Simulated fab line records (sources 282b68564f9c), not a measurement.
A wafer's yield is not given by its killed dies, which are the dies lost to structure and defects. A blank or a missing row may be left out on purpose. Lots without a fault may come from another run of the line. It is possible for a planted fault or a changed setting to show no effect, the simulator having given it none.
A lot that was struck, set against a sound lot	flow rit cmos	16 out of 202 route steps
Sound: the wafers L233.1, L233.4, L233.5. Wafers L241.1, L241.2, L241.4 were the ones struck. The cause comes at the end.
Order at every step that has rows: each side's tool, ch and its chambers, its first start. Under that, the readings that differ: sound wafers	struck wafers	difference of the means	sigmas: that difference in standard deviations of wafers without a fault.
alike: a reading whose means differ by less than 2 such deviations, as well as words and numbers matching on both sides. not compared: withheld readings; readings where some wafer has no value; bounds like >300 that might hide an equal value; numbers whose values overlap and for which the record gives no deviation.
A row with sigmas, a row that says differs or no value, or rows on one side alone: a step with any of these is where the two part. When numbers do not overlap yet have no deviation, they are printed without sigmas and do not part them. A reading that every wafer of one side lacks parts them only if that side has two wafers or more.

RIT_PWELL_TW_MEAS_10:
  sound on film metro-04 at day 2 06:45; struck on film metro-03 at day 3 21:59
  alike: PWELL_TW
then, 1 step without rows for these wafers: RIT_WELLDRIVE_ANNEAL_00 (time 14700 s).
RIT_WELLDRIVE_RS_MEAS_01: the measuring method here is four-point-probe.
  sound on film metro-04 at day 2 13:44; struck on film metro-04 at day 4 07:16
  alike: NWELL_RS
RIT_WELLDRIVE_RS_MEAS_02: the measuring method here is four-point-probe.
  sound on film metro-04 at day 2 13:51; struck on film metro-04 at day 4 07:23
  alike: PWELL_RS
then, 6 steps without rows for these wafers: RIT_NRETRO_HMDS_00 (prime time 60 s); RIT_NRETRO_COAT_01 (resist thk 1300 nm); RIT_NRETRO_SOFTBAKE_02 (time 60 s); RIT_NRETRO_EXPOSE_03 (exposes mask M4, target cd 43900 nm); RIT_NRETRO_PEB_04; RIT_NRETRO_DEVELOP_05 (develop time 68 s).
RIT_NRETRO_OVL_MEAS_06:
  sound on overlay-02 at day 2 14:51; struck on overlay-01 at day 4 08:23
  alike: NRETRO_OVL
then, 1 step without rows for these wafers: RIT_NRETRO_HARDBAKE_07 (time 120 s).
RIT_NRETRO_IMPLANT_08:
  sound on implanter-04 ch 0, day 2 15:08; struck on implanter-03 ch 0, day 4 08:41
reading	sound	struck	difference	sigmas
dose ions cm2	1.0017e+13 9.996e+12 9.985e+12	6.19e+12 6.186e+12 6.19e+12	-3.81e+12	-99 or more
faraday current uA	31.1 32.0 32.1	19.8 20.0 19.3	-12.0	-20
  alike: end station pressure torr
RIT_NRETRO_STRIP_09: strips in O2, time 180 s.
  sound on plasma asher-04 ch 0,1, day 2 15:17; struck on plasma asher-02 ch 0,1, day 4 08:50
reading	sound	struck	difference	sigmas
drypump motor current A (A)	5.80 5.23 5.21	5.80 6.00 6.04	+0.53	+2
  not compared: rf hours counter h
RIT_NRETRO_TW_MEAS_10:
  sound on film metro-02 at day 2 15:28; struck on film metro-01 at day 4 09:14
reading	sound	struck	difference	sigmas
NRETRO_TW	1052 1052 1048	895 898 899	-153	-27
  not compared: hold
RIT_M1_PROBE_99:
  sound on prober-02 at day 3 23:41; struck on prober-02 at day 5 18:19
  alike: killed at contacts, killed at front end, killed dies, killed open, killed short

WHERE THEY PART
Earliest at RIT_NRETRO_IMPLANT_08; latest, in this record, at RIT_NRETRO_TW_MEAS_10. Later steps at which nothing parts them and some readings are alike: RIT_M1_PROBE_99.

WHY: what the simulator had put in
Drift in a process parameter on implanter-03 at RIT_NRETRO_IMPLANT_08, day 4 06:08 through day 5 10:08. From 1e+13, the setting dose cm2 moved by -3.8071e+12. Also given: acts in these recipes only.
